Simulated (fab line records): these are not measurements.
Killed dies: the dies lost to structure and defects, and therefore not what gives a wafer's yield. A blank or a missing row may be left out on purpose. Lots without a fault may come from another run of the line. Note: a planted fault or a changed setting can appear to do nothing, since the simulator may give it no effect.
fab line records | flow rit-cmos
record: lots: 5 wafers: 15 last-day: 8
route steps=202 shown GATE@77 FOX2@80 M1@202
lots that met no fault: taken from a fault-free run of the same line
start-h: start of the lot's first displayed wafer, in hours after the record's first day | wait-h: time in hours since the lot's previous step | " as in the row above | L1.1+2: a single row standing in for several wafers | - either no value or no given start | * or withheld: withheld | < > ~ a bound
route shown NAME@n: NAME is a module with steps in the file, n the number in the route of the first one | usual: mean/standard deviation taken from wafers without a fault | same: alike in all rows | chamber/n: place in a boat | sites: readings site by site | _std_site: their standard deviation | _edge_site: inner sites' mean taken away from outer sites' mean | radius-mm: for every site, how far away it sits from the centre of the wafer | mask NAME#n: copy n | behind: the tool/chamber that last shaped the wafer | hold: what put the lot on hold/how long, in hours/how the hold closed | device: transistor that didn't switch, given as n, p or np | end of line: tests of these same wafers at the route's end | a step without rows: its recipe alone | killed: at the first sort, the dies lost to defects and structure; wafer yield is something else | map: a wafer's dies, marking killed ones x, the rest . and places with no die _
set.NAME: the run value of the setting; set.NAME@STEP: its run value at that earlier step | model.NAME: the simulator's own value behind a step, which no gauge read
lots at selected steps of the route; one table per step, one row per wafer
services: when a tool's chamber went out of use (start-h, in hours from the record's first day, below 0 if earlier), for how many hours, and the reason
== steps ==
step: RIT_GATE_CLEAN_02
recipe: chemistry: dHF dilution: 50:1 time-s: 30
step: RIT_GATE_CLEAN_03
recipe: chemistry: SC2 mix: 3:3:50 time-s: 600 temp-c: 75 dry: n2-spin
step: RIT_GATE_CLEAN_04
recipe: chemistry: dHF dilution: 50:1 time-s: 60 dry: n2-spin
step: RIT_FOX2_THK_MEAS_91
recipe: reads: SiO2_of_FOX2_OXIDATION_00
usual: FIELD_OXIDE_LEFT_2_THK: 254/7.8
columns lot.wafer tool chamber start-h wait-h FIELD_OXIDE_LEFT_2_THK[nm]
L693.3 film-metro-01 - 82.97 0.0 267
L693.5 " - " " 270
L693.6 " - " " 270
L700.1 film-metro-04 - 114.65 0.0 248
L700.3 " - " " 241
L700.6 " - " " 248
L703.2 film-metro-02 - 130.50 0.0 259
L703.3 " - " " 257
L703.5 " - " " 260
L705.2 film-metro-01 - 138.56 0.0 255
L705.4 " - " " 263
L705.6 " - " " 264
L707.1 film-metro-04 - 149.62 0.0 257
L707.3 " - " " 261
L707.4 " - " " 263
step: RIT_GATE_OXIDATION_05
recipe: temp-c: 900 ambient: O2 target-thk-a: 30 ox-time-s: 270
step: RIT_GATE_ANNEAL_06
recipe: temp-c: 900 time-s: 600 ambient: N2O
step: RIT_GATE_THK_MEAS_07
recipe: reads: SiO2_of_GATE_OXIDATION_05
usual: GATE_OXIDE_THK: 2.98/0.062
columns lot.wafer tool chamber start-h wait-h GATE_OXIDE_THK[nm]
L693.3 film-metro-02 - 85.43 0.0 3.05
L693.5 " - " " 2.96
L693.6 " - " " 3.05
L700.1 film-metro-04 - 117.34 0.0 3.09
L700.3 " - " " 3.01
L700.6 " - " " 2.98
L703.2 film-metro-04 - 133.39 0.0 3.04
L703.3 " - " " 2.97
L703.5 " - " " 3.02
L705.2 film-metro-04 - 140.36 0.0 3.05
L705.4 " - " " 3.06
L705.6 " - " " 3.10
L707.1 film-metro-01 - 154.59 0.0 2.94
L707.3 " - " " 2.93
L707.4 " - " " 2.90
step: RIT_GATE_CVD_08
recipe: material: poly-Si target-thk-nm: 250 temp-c: 610 precursor: SiH4 time-s: 2220 pressure-mtorr: 300 sih4-flow-sccm: 100
step: RIT_GATE_THK_MEAS_09
recipe: reads: poly-Si_of_GATE_CVD_08
usual: GATE_POLY_THK: 248.9/2.5
columns lot.wafer tool chamber start-h wait-h GATE_POLY_THK[nm]
L693.3 film-metro-02 - 87.10 0.0 246.1
L693.5 " - " " 245.6
L693.6 " - " " 247.9
L700.1 film-metro-01 - 119.02 0.0 247.2
L700.3 " - " " 247.3
L700.6 " - " " 247.3
L703.2 film-metro-01 - 135.52 0.0 250.1
L703.3 " - " " 248.2
L703.5 " - " " 251.4
L705.2 film-metro-04 - 142.03 0.0 248.3
L705.4 " - " " 249.0
L705.6 " - " " 250.4
L707.1 film-metro-01 - 156.27 0.0 249.0
L707.3 " - " " 252.7
L707.4 " - " " 251.5
step: RIT_GATE_HMDS_10
recipe: prime-time-s: 60 prime-temp-c: 140
step: RIT_GATE_COAT_11
recipe: resist: NOVOLAK spin-rpm: 4250 resist-thk-nm: 850
step: RIT_GATE_SOFTBAKE_12
recipe: resist: NOVOLAK temp-c: 90 time-s: 60
step: RIT_GATE_EXPOSE_13
recipe: mask-id: M6 na: 0.6 source-shape: conventional sigma-outer: 0.6 target-cd-nm: 150 dose-mj: 380
usual: reticle-temp-C: 23.00/0.1
same: na: 0.6 sigma-outer: 0.6
columns lot.wafer tool chamber start-h wait-h mask reticle-temp-C
L693.3 iline-stepper-01 0 87.67 0.1 M6_R1#0 22.81
L693.5 " 0 " " M6_R1#0 22.86
L693.6 " 0 " " M6_R1#0 23.02
L700.1 iline-stepper-02 0 119.64 0.2 M6#0 23.03
L700.3 " 0 " " M6#0 22.92
L700.6 " 0 " " M6#0 22.91
L703.2 iline-stepper-02 0 136.04 0.1 M6#0 23.00
L703.3 " 0 " " M6#0 23.12
L703.5 " 0 " " M6#0 22.93
L705.2 iline-stepper-02 0 142.55 0.1 M6#0 22.93
L705.4 " 0 " " M6#0 22.98
L705.6 " 0 " " M6#0 22.98
L707.1 iline-stepper-01 0 156.78 0.1 M6#0 22.91
L707.3 " 0 " " M6#0 23.07
L707.4 " 0 " " M6#0 23.08
step: RIT_GATE_PEB_14
recipe: resist: NOVOLAK temp-c: withheld time-s: withheld
step: RIT_GATE_DEVELOP_15
recipe: resist: NOVOLAK develop-time-s: 50 dev-temp-c: 23
step: RIT_GATE_CD_MEAS_16
recipe: target-cd-nm: 150
usual: cd-nm: 149.3/2.3
columns lot.wafer tool chamber start-h wait-h cd-nm
L693.3 cd-sem-01 - 88.08 - 139.2
L693.5 " - " " 138.6
L693.6 " - " " 140.1
L700.1 cd-sem-01 - 120.04 - 148.1
L700.3 " - " " 147.5
L700.6 " - " " 150.2
L703.2 cd-sem-01 - 136.44 - 152.2
L703.3 " - " " 153.4
L703.5 " - " " 151.2
L705.2 cd-sem-02 - 142.95 - 151.7
L705.4 " - " " 152.6
L705.6 " - " " 152.0
L707.1 cd-sem-01 - 157.33 - 147.4
L707.3 " - " " 148.7
L707.4 " - " " 148.2
step: RIT_GATE_OVL_MEAS_17
usual: GATE_OVL: 0.6/1.3
columns lot.wafer tool chamber start-h wait-h GATE_OVL[nm]
L693.3 overlay-02 - 88.17 0.1 0.6
L693.5 " - " " 0.3
L693.6 " - " " 1.5
L700.1 overlay-01 - 120.16 0.1 3.1
L700.3 " - " " 4.1
L700.6 " - " " 2.5
L703.2 overlay-01 - 136.55 0.1 -0.4
L703.3 " - " " -1.5
L703.5 " - " " 0.2
L705.2 overlay-01 - 143.06 0.1 0.6
L705.4 " - " " 1.1
L705.6 " - " " 2.2
L707.1 overlay-01 - 157.45 0.1 0.1
L707.3 " - " " -0.4
L707.4 " - " " -0.2
step: RIT_GATE_HARDBAKE_18
recipe: resist: NOVOLAK temp-c: 140 time-s: 60
step: RIT_GATE_ETCH_19
recipe: chemistry: SF6/CHF3/O2 time-s: 165 SF6_flow_sccm: 30 CHF3_flow_sccm: 30 O2_flow_sccm: 5 target: poly-Si pressure-mtorr: 40 rf-w: 160 target-depth-a: 3125 over-etch-frac: 0.25 stop-on: SiO2
usual: O2_flow_sccm: 4.999/0.015 drypump-motor-current-A: 5.4/0.58 oes-product-au: 0.836/0.011 rf-fwd-power-W: 159.3/0.5 throttle-valve-pct: 10.17/0.13
columns lot.wafer tool chamber start-h wait-h O2_flow_sccm drypump-motor-current-A oes-product-au rf-fwd-power-W rf-hours-counter-h throttle-valve-pct model.GATE.cd-nm
L693.3 rie-si-02 2 88.34 0.1 4.991 6.4 0.830 158.8 135 10.23 139
L693.5 " 1 " " 4.994 5.3 0.820 159.1 - 10.07 138.6
L693.6 " 0 " " 4.995 5.1 0.832 159.1 - 10.24 140.2
L700.1 rie-si-01 1 120.55 0.1 5.012 4.9 0.825 158.8 28 10.00 148.2
L700.3 " 2 " " 5.026 4.8 0.832 159.2 2 10.25 147.4
L700.6 " 2 " " 5.025 4.8 0.831 159.2 - 10.25 150.2
L703.2 rie-si-02 0 136.73 0.1 4.989 5.0 0.841 159.4 56 10.24 152
L703.3 " 2 " " 4.972 6.4 0.835 159.6 136 10.24 153.5
L703.5 " 2 " " 4.957 6.3 0.850 160.0 - 10.25 151.3
L705.2 rie-si-02 3 143.24 0.1 4.976 5.4 0.845 160.0 0 10.48 151.7
L705.4 " 0 " " 4.992 5.1 0.836 159.8 56 10.25 152.5
L705.6 " 2 " " 4.987 6.3 0.848 159.2 - 10.23 152.4
L707.1 rie-si-02 1 157.69 0.1 5.025 5.3 0.831 158.6 126 10.04 147.5
L707.3 " 3 " " 4.977 5.4 0.852 158.9 0 10.47 148.6
L707.4 " 0 " " 5.027 5.1 0.842 158.6 56 10.23 148
step: RIT_GATE_STRIP_20
recipe: chemistry: O2 time-s: 180 resist: NOVOLAK platen-temp-c: withheld power-w: 500 pressure-mtorr: 4000 o2-flow-sccm: 3935
usual: drypump-motor-current-A: 5.8/0.34
columns lot.wafer tool chamber start-h wait-h drypump-motor-current-A rf-hours-counter-h
L693.3 plasma-asher-01 0 88.51 0.1 5.4 -
L693.5 " 1 " " 6.4 -
L693.6 " 0 " " 5.4 -
L700.1 plasma-asher-01 0 120.66 0.1 5.4 0
L700.3 " 0 " " 5.4 -
L700.6 " 1 " " 6.4 -
L703.2 plasma-asher-03 0 136.84 0.1 5.5 37
L703.3 " 0 " " 5.5 -
L703.5 " 1 " " 5.5 -
L705.2 plasma-asher-01 0 143.35 0.1 5.4 3
L705.4 " 1 " " 6.3 -
L705.6 " 0 " " 5.4 -
L707.1 plasma-asher-04 0 157.79 0.1 6.0 53
L707.3 " 1 " " 5.8 -
L707.4 " 0 " " 6.0 -
step: RIT_M1_PROBE_99
usual: killed-at-front-end: 6.8/3 killed-dies: 6.9/3 killed-open: 3.3/1.9 killed-short: 3.6/1.9
same: gross-dies: 264 killed_at_M0_to_M3: 0 killed_at_M4_up: 0 killed-at-back-side: 0 killed-at-contacts: 0 killed-at-other: 0
columns lot.wafer tool chamber start-h wait-h killed-at-front-end killed-dies killed-open killed-short
L693.3 prober-02 - 109.31 0.2 10 10 7 3
L693.5 prober-02 - 109.41 0.2 7 7 5 2
L693.6 prober-02 - 109.46 0.2 9 9 7 2
L700.1 prober-02 - 140.25 0.1 4 4 2 2
L700.3 prober-02 - 140.35 0.2 7 7 3 4
L700.6 prober-02 - 140.50 0.2 4 4 3 1
L703.2 prober-01 - 163.14 0.1 7 7 3 4
L703.3 prober-01 - 163.19 0.2 3 3 2 1
L703.5 prober-01 - 163.29 0.2 7 7 2 5
L705.2 prober-01 - 166.18 0.1 6 6 3 3
L705.4 prober-01 - 166.28 0.2 6 6 3 3
L705.6 prober-01 - 166.38 0.2 2 2 1 1
L707.1 prober-02 - 182.08 0.1 6 6 2 4
L707.3 prober-02 - 182.18 0.2 7 7 2 5
L707.4 prober-02 - 182.23 0.2 8 8 6 2
killed by level:class
L693.3 REOX:geometric-particle:open=3 GATE:geometric-particle:short=2 FOX2:geometric-particle:open=1 GATE:geometric-particle:open=1 SPACER:geometric-particle:open=1 SPACER:geometric-particle:short=1 SILICIDE:geometric-particle:open=1
L693.5 FOX1:geometric-particle:open=2 GATE:geometric-particle:open=2 GATE:geometric-particle:short=1 REOX:geometric-particle:open=1 SILICIDE:geometric-particle:short=1
L693.6 GATE:geometric-particle:open=3 REOX:geometric-particle:open=3 FOX1:geometric-particle:short=1 GATE:geometric-particle:short=1 SILICIDE:geometric-particle:open=1
L700.1 GATE:geometric-particle:open=1 GATE:geometric-particle:short=1 SPACER:geometric-particle:open=1 SILICIDE:geometric-particle:short=1
L700.3 REOX:geometric-particle:short=2 SPACER:geometric-particle:short=2 FOX1:geometric-particle:open=1 GATE:geometric-particle:open=1 SILICIDE:geometric-particle:open=1
L700.6 GATE:geometric-particle:open=3 SPACER:geometric-particle:short=1
L703.2 GATE:geometric-particle:short=4 FOX1:geometric-particle:open=1 GATE:geometric-particle:open=1 REOX:geometric-particle:open=1
L703.3 FOX1:geometric-particle:short=1 REOX:geometric-particle:open=1 SPACER:geometric-particle:open=1
L703.5 FOX1:geometric-particle:open=1 FOX1:geometric-particle:short=1 FOX2:geometric-particle:short=1 GATE:geometric-particle:short=1 GATE:geometric-particle:open=1 SPACER:geometric-particle:short=1 SILICIDE:geometric-particle:short=1
L705.2 FOX2:geometric-particle:open=2 FOX1:geometric-particle:short=1 FOX1:geometric-particle:open=1 GATE:geometric-particle:short=1 REOX:geometric-particle:short=1
L705.4 GATE:geometric-particle:open=3 FOX1:geometric-particle:short=1 GATE:geometric-particle:short=1 SPACER:geometric-particle:short=1
L705.6 GATE:geometric-particle:open=1 REOX:geometric-particle:short=1
L707.1 GATE:geometric-particle:short=2 FOX1:geometric-particle:open=1 FOX1:geometric-particle:short=1 REOX:geometric-particle:short=1 SILICIDE:geometric-particle:open=1
L707.3 GATE:geometric-particle:short=3 GATE:geometric-particle:open=2 SILICIDE:geometric-particle:short=2
L707.4 GATE:geometric-particle:open=2 SILICIDE:geometric-particle:open=2 REOX:geometric-particle:open=1 REOX:geometric-particle:short=1 SPACER:geometric-particle:open=1 SILICIDE:geometric-particle:short=1
== services ==
columns tool chamber start-h hours kind
rie-si-02 3 74.93 - clean
rie-si-02 3 74.93 17.9 scheduled-down
rie-si-02 3 74.93 17.9 vent-cycle
plasma-asher-01 - 108.75 9.0 pm
plasma-asher-01 0 108.75 9.0 vent-cycle
plasma-asher-01 1 108.75 9.0 vent-cycle
plasma-asher-01 0 117.75 - clean
plasma-asher-01 1 117.75 - clean
iline-stepper-01 - 119.09 28.9 pm
plasma-asher-01 - 145.83 2.8 pm
iline-stepper-02 - 145.97 35.9 repair
== key ==
first-sign: step: RIT_GATE_EXPOSE_13 reading: mask direction: changed
effect: step: RIT_GATE_CD_MEAS_16 reading: cd-nm direction: down sigmas: 4.4 usual: 149.3 struck: 139.3
model-effect: step: RIT_GATE_ETCH_19 value: GATE.cd-nm without: 151.3 struck: 139.3
met-at RIT_GATE_EXPOSE_13
struck-wafers L693.3,L693.5,L693.6
tester-left-out L693
fault: kind: wrong-mask tool: any chamber: - onset-h: 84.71 steps: RIT_GATE_EXPOSE_13 aux-copy: M6_R1#0 cd-offset-nm: -12 scope: struck-lots-only
tester-left-out: of these lots the tester's yield and bins aren't shown, on N5 and GAA mostly nor the transistor test; their killed dies are dies lost to structure and defects alone, not to doping, threshold or leakage, so they don't give the yield
